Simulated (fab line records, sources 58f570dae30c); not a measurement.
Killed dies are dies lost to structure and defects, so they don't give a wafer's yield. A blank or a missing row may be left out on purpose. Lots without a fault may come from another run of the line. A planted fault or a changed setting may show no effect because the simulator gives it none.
fab line records | flow berkeley_cmos170
record lots=5 wafers=15 last_day=11
route steps=331 shown WELLDRIVE@56 ACTIVE@60
lots that met no fault: from a run of the same line without faults
start_h: hours from the record's first day to the start of the lot's first wafer shown | wait_h: hours since the lot's step before | " the same as in the row above | L1.1+2: a row that stands for several wafers | - no value, or no start given | * or withheld: withheld | < > ~ a bound
route shown NAME@n: a module of which the file shows steps, and the number in the route of the first | usual: mean/standard deviation of fault-free wafers | same: alike in all rows | chamber/n: place in a boat | sites: the reading at each site | _std_site: their standard deviation | _edge_site: outer sites' mean less inner sites' | radius_mm: how far each site lies from the wafer's centre | mask NAME#n: copy n | behind: the tool/chamber that last shaped the wafer | hold: why the lot was held/for how many hours/how that ended | device: the transistor (n, p or np) that didn't switch | end of line: the same wafers' tests at the end of the route | a step without rows: its recipe alone | killed: dies lost to structure and defects at the first sort, not the wafer's yield | map: a wafer's dies, x killed, . not, _ none there
set.NAME: the setting as run; set.NAME@STEP: as run at that earlier step | model.NAME: the simulator's own value behind a step, which no gauge read
lots at some steps of the route; a table a step, a row a wafer
services: from which hour (start_h, from the record's first day; less than 0 if before it) a tool's chamber was out of use, for how many hours, and why
## steps
# step UCB170_WELLDRIVE_OXIDATION_01
# recipe temp_c=1100 ambient=O2 target_thk_a=1990 ox_time_s=9000
# usual spike_tc_load_C=1123/3.7 tube_center_temp_C=1100.0/0.12 zone_power_source_pct=44/3.9
# same ox_time_s=9000
# columns lot.wafer tool chamber start_h wait_h spike_tc_load_C tube_center_temp_C zone_power_source_pct
L076.2 furnace-02 0 76.08 5.2 1130 1100.1 41
L076.3 " 0 " " 1129 1100.2 42
L076.6 " 0 " " 1130 1100.0 41
L077.1 furnace-02 0 82.75 4.2 1129 1099.9 41
L077.2 " 0 " " 1129 1100.0 41
L077.4 " 0 " " 1128 1100.1 42
L084.1 furnace-04 0 121.31 4.8 1122 1099.9 49
L084.4 " 0 " " 1122 1100.0 48
L084.6 " 0 " " 1121 1100.0 49
L087.2 furnace-01 0 145.61 0.7 1118 1100.1 39
L087.3 " 0 " " 1120 1099.8 39
L087.6 " 0 " " 1123 1100.0 40
L089.2 furnace-01 0 145.61 4.4 1120 1099.8 39
L089.3 " 0 " " 1119 1099.9 39
L089.4 " 0 " " 1119 1100.0 39
# step UCB170_WELLDRIVE_THK_MEAS_02
# recipe reads=SiO2_of_WELLDRIVE_OXIDATION_01
# usual WELLDRIVE_OXIDE_THK=200/3.8
# columns lot.wafer tool chamber start_h wait_h WELLDRIVE_OXIDE_THK[nm]
L076.2 film_metro-04 - 79.59 0.0 208
L076.3 " - " " 208
L076.6 " - " " 207
L077.1 film_metro-04 - 86.25 0.0 202
L077.2 " - " " 199
L077.4 " - " " 197
L084.1 film_metro-04 - 124.81 0.0 199
L084.4 " - " " 199
L084.6 " - " " 199
L087.2 film_metro-01 - 149.12 0.0 201
L087.3 " - " " 202
L087.6 " - " " 203
L089.2 film_metro-03 - 149.12 0.0 196
L089.3 " - " " 198
L089.4 " - " " 194
# step UCB170_WELLDRIVE_ANNEAL_03
# recipe temp_c=1104 time_s=900 ambient=N2
# usual spike_tc_load_C=1127/3.9 tube_center_temp_C=1104/0.1 zone_power_source_pct=44/3.8
# columns lot.wafer tool chamber start_h wait_h spike_tc_load_C tube_center_temp_C zone_power_source_pct
L076.2 furnace-01 0 83.74 4.1 1126 1103.7 40
L076.3 " 0 " " 1125 1104 41
L076.6 " 0 " " 1125 1104 40
L077.1 furnace-04 0 91.54 5.3 1127 1104.1 49
L077.2 " 0 " " 1126 1104 49
L077.4 " 0 " " 1125 1103.9 49
L084.1 furnace-01 0 131.43 6.6 1123 1103.9 41
L084.4 " 0 " " 1126 1103.9 40
L084.6 " 0 " " 1124 1104 40
L087.2 furnace-02 0 154.20 5.1 1133 1104 42
L087.3 " 0 " " 1133 1104.2 42
L087.6 " 0 " " 1134 1104.1 42
L089.2 furnace-02 0 154.20 5.1 1132 1104.1 42
L089.3 " 0 " " 1133 1103.8 42
L089.4 " 0 " " 1131 1104.2 42
# step UCB170_WELLDRIVE_WET_ETCH_04
# recipe chemistry=BOE dilution=5:1 target=SiO2 temp_c=25 time_s=120
# usual bath_heat_duty_pct=6.3/0.81
# columns lot.wafer tool chamber start_h wait_h bath_heat_duty_pct
L076.2 wet_bench-02 1 84.99 0.0 6.3
L076.3 " 1 " " 5.6
L076.6 " 1 " " 5.6
L077.1 wet_bench-03 0 92.79 0.0 6.9
L077.2 " 0 " " 5.9
L077.4 " 0 " " 6.2
L084.1 wet_bench-03 2 132.68 0.0 5.8
L084.4 " 2 " " 5.8
L084.6 " 2 " " 5.6
L087.2 wet_bench-02 1 155.45 0.0 6.1
L087.3 " 1 " " 5.0
L087.6 " 1 " " 5.1
L089.2 wet_bench-02 2 155.45 0.0 6.6
L089.3 " 2 " " 6.5
L089.4 " 2 " " 6.6
# step UCB170_ACTIVE_CLEAN_00
# recipe chemistry=SPM temp_c=120 time_s=600
# usual bath_heat_duty_pct=13.3/1.6
# columns lot.wafer tool chamber start_h wait_h bath_heat_duty_pct
L076.2 wet_bench-03 0 85.03 0.0 12.7
L076.3 " 0 " " 14.2
L076.6 " 0 " " 12.8
L077.1 wet_bench-04 2 92.84 0.0 14.3
L077.2 " 2 " " 14.0
L077.4 " 2 " " 14.1
L084.1 wet_bench-03 1 132.73 0.0 15.4
L084.4 " 1 " " 16.6
L084.6 " 1 " " 15.5
L087.2 wet_bench-04 0 155.49 0.0 14.6
L087.3 " 0 " " 15.7
L087.6 " 0 " " 14.3
L089.2 wet_bench-04 3 155.49 0.0 11.9
L089.3 " 3 " " 12.0
L089.4 " 3 " " 12.7
# step UCB170_ACTIVE_CLEAN_01
# recipe chemistry=dHF dilution=25:1 time_s=60
# columns lot.wafer tool chamber start_h wait_h
L076.2+3+6 wet_bench-02 0 85.22 0.0
L077.1+2+4 wet_bench-03 3 93.03 0.0
L084.1+4+6 wet_bench-04 1 132.93 0.0
L087.2+3+6 wet_bench-02 3 155.67 0.0
L089.2+3+4 wet_bench-02 0 155.67 0.0
# step UCB170_ACTIVE_OXIDATION_02
# recipe temp_c=1000 ambient=O2 target_thk_a=264 ox_time_s=1260
# usual spike_tc_load_C=1022/3.9 tube_center_temp_C=1000/0.09 zone_power_source_pct=35.4/3
# same ox_time_s=1260
# columns lot.wafer tool chamber start_h wait_h spike_tc_load_C tube_center_temp_C zone_power_source_pct
L076.2 furnace-02 0 86.25 1.0 1028 1000.1 33.0
L076.3 " 0 " " 1028 1000 32.8
L076.6 " 0 " " 1028 999.94 33.1
L077.1 furnace-02 0 99.13 6.1 1028 999.99 32.8
L077.2 " 0 " " 1028 999.98 33.0
L077.4 " 0 " " 1029 1000.1 32.7
L084.1 furnace-04 0 137.26 4.3 1020 999.97 38.1
L084.4 " 0 " " 1020 1000.2 38.4
L084.6 " 0 " " 1021 1000.1 38.0
L087.2 furnace-04 0 161.71 6.0 1020 999.98 38.3
L087.3 " 0 " " 1020 1000 38.2
L087.6 " 0 " " 1020 999.94 38.6
L089.2 furnace-04 0 161.71 6.0 1021 999.98 38.2
L089.3 " 0 " " 1019 1000 37.8
L089.4 " 0 " " 1020 999.99 38.0
# step UCB170_ACTIVE_THK_MEAS_03
# recipe reads=SiO2_of_ACTIVE_OXIDATION_02
# usual ACTIVE_OXIDE_THK=26.6/0.45
# columns lot.wafer tool chamber start_h wait_h ACTIVE_OXIDE_THK[nm]
L076.2 film_metro-02 - 87.61 0.0 26.7
L076.3 " - " " 26.7
L076.6 " - " " 26.8
L077.1 film_metro-01 - 100.48 0.0 26.0
L077.2 " - " " 26.0
L077.4 " - " " 25.7
L084.1 film_metro-01 - 138.61 0.0 26.1
L084.4 " - " " 26.2
L084.6 " - " " 26.6
L089.2 film_metro-01 - 163.07 0.0 26.9
L089.3 " - " " 27.0
L089.4 " - " " 27.2
L087.2 film_metro-01 - 163.13 0.1 26.5
L087.3 " - " " 26.5
L087.6 " - " " 26.4
# step UCB170_ACTIVE_ANNEAL_04
# recipe temp_c=1000 time_s=900 ambient=N2
# usual spike_tc_load_C=1022/4 tube_center_temp_C=999.99/0.094 zone_power_source_pct=34.0/2.9
# columns lot.wafer tool chamber start_h wait_h spike_tc_load_C tube_center_temp_C zone_power_source_pct
L076.2 furnace-04 0 92.79 5.2 1020 1000.1 38.0
L076.3 " 0 " " 1020 1000.2 37.9
L076.6 " 0 " " 1020 1000.1 38.0
L077.1 furnace-02 0 104.73 4.2 1027 999.91 33.1
L077.2 " 0 " " 1028 999.97 32.8
L077.4 " 0 " " 1027 999.91 32.0
L084.1 furnace-02 0 143.42 4.8 1025 1000 32.9
L084.4 " 0 " " 1028 1000.2 32.3
L084.6 " 0 " " 1028 999.93 33.2
L087.2 furnace-02 0 168.49 5.3 1026 999.85 32.5
L087.3 " 0 " " 1026 999.87 33.0
L087.6 " 0 " " 1027 1000.1 32.7
L089.2 furnace-02 0 168.49 5.4 1029 1000 33.0
L089.3 " 0 " " 1027 1000 32.6
L089.4 " 0 " " 1027 999.82 32.3
# step UCB170_ACTIVE_CVD_05
# recipe material=Si3N4 target_thk_nm=220 temp_c=800 precursor=SiH2Cl2/NH3 time_s=3300 pressure_mtorr=200 sih2cl2_flow_sccm=25 nh3_flow_sccm=75
# usual spike_tc_load_C=821.8/1.2 zone_power_source_pct=20.4/2
# columns lot.wafer tool chamber start_h wait_h spike_tc_load_C zone_power_source_pct
L076.2 lpcvd-01 0 94.04 0.0 820.9 20.8
L076.3 " 0 " " 822.7 21.0
L076.6 " 0 " " 822.0 20.9
L077.1 lpcvd-01 1 105.98 0.0 823.3 17.5
L077.2 " 1 " " 823.6 18.1
L077.4 " 1 " " 823.9 17.6
L084.1 lpcvd-02 0 144.67 0.0 820.7 21.1
L084.4 " 0 " " 820.6 21.2
L084.6 " 0 " " 819.4 21.1
L087.2 lpcvd-01 1 169.74 0.0 821.9 17.8
L087.3 " 1 " " 823.9 17.4
L087.6 " 1 " " 821.7 17.5
L089.2 lpcvd-01 1 169.74 0.0 821.1 17.5
L089.3 " 1 " " 822.1 17.9
L089.4 " 1 " " 822.7 17.3
# step UCB170_ACTIVE_THK_MEAS_06
# recipe reads=Si3N4_of_ACTIVE_CVD_05
# usual ACTIVE_NITRIDE_THK=221.3/2
# columns lot.wafer tool chamber start_h wait_h ACTIVE_NITRIDE_THK[nm]
L076.2 film_metro-02 - 96.03 0.1 225.2
L076.3 " - " " 224.1
L076.6 " - " " 225.8
L077.1 film_metro-01 - 107.90 0.0 222.4
L077.2 " - " " 221.9
L077.4 " - " " 222.3
L084.1 film_metro-01 - 146.58 0.0 220.1
L084.4 " - " " 219.7
L084.6 " - " " 217.9
L087.2 film_metro-04 - 171.67 0.0 220.4
L087.3 " - " " 220.6
L087.6 " - " " 223.7
L089.2 film_metro-01 - 171.67 0.0 220.2
L089.3 " - " " 220.0
L089.4 " - " " 221.5
# step UCB170_ACTIVE_HMDS_07
# recipe prime_time_s=60 prime_temp_c=100
# usual resist_line_temp_C=22.99/0.11
# columns lot.wafer tool chamber start_h wait_h resist_line_temp_C
L076.2 litho_track-01 0 96.28 0.2 22.87
L076.3 " 0 " " 23.00
L076.6 " 0 " " 22.85
L077.1 litho_track-02 0 108.12 0.2 23.02
L077.2 " 0 " " 23.03
L077.4 " 0 " " 23.13
L084.1 litho_track-03 0 146.64 0.1 22.91
L084.4 " 0 " " 22.84
L084.6 " 0 " " 22.90
L089.2 litho_track-03 0 172.20 0.5 23.16
L089.3 " 0 " " 23.13
L089.4 " 0 " " 23.19
L087.2 litho_track-02 0 172.25 0.6 22.92
L087.3 " 0 " " 23.00
L087.6 " 0 " " 22.86
# step UCB170_ACTIVE_COAT_08
# recipe resist=KrF spin_rpm=1500 resist_thk_nm=900
# usual dispense_pressure_kPa=52/4.1 resist_line_temp_C=23.01/0.13
# columns lot.wafer tool chamber start_h wait_h dispense_pressure_kPa resist_line_temp_C
L076.2 litho_track-01 0 96.43 0.1 48 23.13
L076.3 " 0 " " 48 23.16
L076.6 " 0 " " 48 22.99
L077.1 litho_track-02 0 108.27 0.1 49 22.87
L077.2 " 0 " " 49 22.94
L077.4 " 0 " " 49 22.99
L084.1 litho_track-03 0 146.79 0.1 57 23.00
L084.4 " 0 " " 57 23.08
L084.6 " 0 " " 57 23.02
L089.2 litho_track-03 0 172.35 0.1 57 22.87
L089.3 " 0 " " 57 23.06
L089.4 " 0 " " 57 23.10
L087.2 litho_track-02 0 172.40 0.1 49 22.93
L087.3 " 0 " " 49 23.05
L087.6 " 0 " " 49 22.87
# step UCB170_ACTIVE_SOFTBAKE_09
# recipe resist=KrF temp_c=130 time_s=60
# usual resist_line_temp_C=23.01/0.095
# columns lot.wafer tool chamber start_h wait_h resist_line_temp_C
L076.2 litho_track-01 0 96.58 0.1 23.00
L076.3 " 0 " " 22.96
L076.6 " 0 " " 23.19
L077.1 litho_track-02 0 108.42 0.1 22.94
L077.2 " 0 " " 22.96
L077.4 " 0 " " 23.05
L084.1 litho_track-03 0 146.94 0.1 22.99
L084.4 " 0 " " 22.97
L084.6 " 0 " " 22.96
L089.2 litho_track-03 0 172.50 0.1 23.04
L089.3 " 0 " " 23.08
L089.4 " 0 " " 23.09
L087.2 litho_track-02 0 172.55 0.1 23.01
L087.3 " 0 " " 22.91
L087.6 " 0 " " 23.01
# step UCB170_ACTIVE_EXPOSE_10
# recipe mask_id=ACTIVE target_cd_nm=1200 na=0.5 sigma_outer=0.6 source_shape=conventional dose_mj=20
# usual focus_offset_nm=0.0/0.54
# columns lot.wafer tool chamber start_h wait_h mask focus_offset_nm
L076.2 krf_scanner-01 0 96.90 0.3 ACTIVE#0 -0.3
L076.3 " 0 " " ACTIVE#0 -0.5
L076.6 " 0 " " ACTIVE#0 -0.2
L077.1 krf_scanner-01 0 108.78 0.3 ACTIVE#0 -0.2
L077.2 " 0 " " ACTIVE#0 -1.0
L077.4 " 0 " " ACTIVE#0 -0.6
L084.1 krf_scanner-01 0 147.34 0.4 ACTIVE#0 0.5
L084.4 " 0 " " ACTIVE#0 -0.1
L084.6 " 0 " " ACTIVE#0 0.8
L089.2 krf_scanner-01 0 172.87 0.3 ACTIVE#0 0.5
L089.3 " 0 " " ACTIVE#0 0.8
L089.4 " 0 " " ACTIVE#0 0.8
L087.2 krf_scanner-01 0 172.99 0.4 ACTIVE#0 -0.1
L087.3 " 0 " " ACTIVE#0 -0.3
L087.6 " 0 " " ACTIVE#0 -0.1
# step UCB170_ACTIVE_PEB_11
# recipe peb_temp_c=130 peb_time_s=withheld resist=KrF
# usual resist_line_temp_C=23.02/0.098
# columns lot.wafer tool chamber start_h wait_h resist_line_temp_C
L076.2 litho_track-03 0 97.02 0.1 23.04
L076.3 " 0 " " 23.01
L076.6 " 0 " " 22.90
L077.1 litho_track-01 0 108.89 0.1 23.17
L077.2 " 0 " " 23.24
L077.4 " 0 " " 23.26
L084.1 litho_track-01 0 147.45 0.1 23.06
L084.4 " 0 " " 23.14
L084.6 " 0 " " 23.00
L089.2 litho_track-03 0 172.99 0.1 23.16
L089.3 " 0 " " 22.93
L089.4 " 0 " " 23.15
L087.2 litho_track-01 0 173.19 0.2 23.07
L087.3 " 0 " " 23.07
L087.6 " 0 " " 23.16
# step UCB170_ACTIVE_DEVELOP_12
# recipe developer=TMAH develop_time_s=45 resist=KrF dev_temp_c=21
# usual resist_line_temp_C=22.99/0.098
# columns lot.wafer tool chamber start_h wait_h resist_line_temp_C
L076.2 litho_track-03 0 - - 22.91
L076.3 " 0 " " 23.02
L076.6 " 0 " " 22.87
L077.1 litho_track-01 0 - - 22.94
L077.2 " 0 " " 22.98
L077.4 " 0 " " 22.89
L084.1 litho_track-01 0 - - 22.88
L084.4 " 0 " " 22.85
L084.6 " 0 " " 22.93
L089.2 litho_track-03 0 - - 22.96
L089.3 " 0 " " 22.92
L089.4 " 0 " " 23.12
L087.2 litho_track-01 0 - - 23.09
L087.3 " 0 " " 22.91
L087.6 " 0 " " 22.97
# step UCB170_ACTIVE_CD_MEAS_13
# recipe target_cd_nm=1200
# usual cd_nm=1200.0/1.6
# columns lot.wafer tool chamber start_h wait_h cd_nm
L076.2 cd_sem-02 - 97.29 - 1198.6
L076.3 " - " " 1199.5
L076.6 " - " " 1199.8
L077.1 cd_sem-02 - 109.17 - 1202.7
L077.2 " - " " 1202.0
L077.4 " - " " 1201.7
L084.1 cd_sem-01 - 147.73 - 1199.5
L084.4 " - " " 1200.3
L084.6 " - " " 1198.8
L089.2 cd_sem-02 - 173.30 - 1197.7
L089.3 " - " " 1197.9
L089.4 " - " " 1198.4
L087.2 cd_sem-01 - 173.49 - 1200.8
L087.3 " - " " 1200.5
L087.6 " - " " 1199.0
# step UCB170_ACTIVE_OVL_MEAS_14
# usual ACTIVE_OVL=0/5.4
# columns lot.wafer tool chamber start_h wait_h ACTIVE_OVL[nm]
L076.2 overlay-01 - 97.40 0.1 2
L076.3 " - " " 5
L076.6 " - " " 2
L077.1 overlay-01 - 109.29 0.1 3
L077.2 " - " " -7
L077.4 " - " " -4
L084.1 overlay-02 - 147.85 0.1 -9
L084.4 " - " " -2
L084.6 " - " " -5
L089.2 overlay-01 - 173.41 0.1 -10
L089.3 " - " " -2
L089.4 " - " " -8
L087.2 overlay-02 - 173.60 0.1 -2
L087.3 " - " " -1
L087.6 " - " " -10
## services
# columns tool chamber start_h hours kind
furnace-02 - 55.92 3.0 pm
krf_scanner-01 - 57.00 0.8 pm
krf_scanner-01 - 60.44 1.0 pm
furnace-01 - 71.78 2.5 pm
furnace-01 - 92.67 3.3 pm
krf_scanner-01 - 105.81 1.2 repair
krf_scanner-01 - 115.86 0.5 repair
krf_scanner-01 0 125.98 - calibration
krf_scanner-01 - 137.00 2.4 repair
lpcvd-01 - 148.51 2.1 repair
furnace-04 - 157.66 2.8 pm
krf_scanner-01 - 157.87 1.3 pm
furnace-02 - 164.97 3.5 pm
## key
fault none
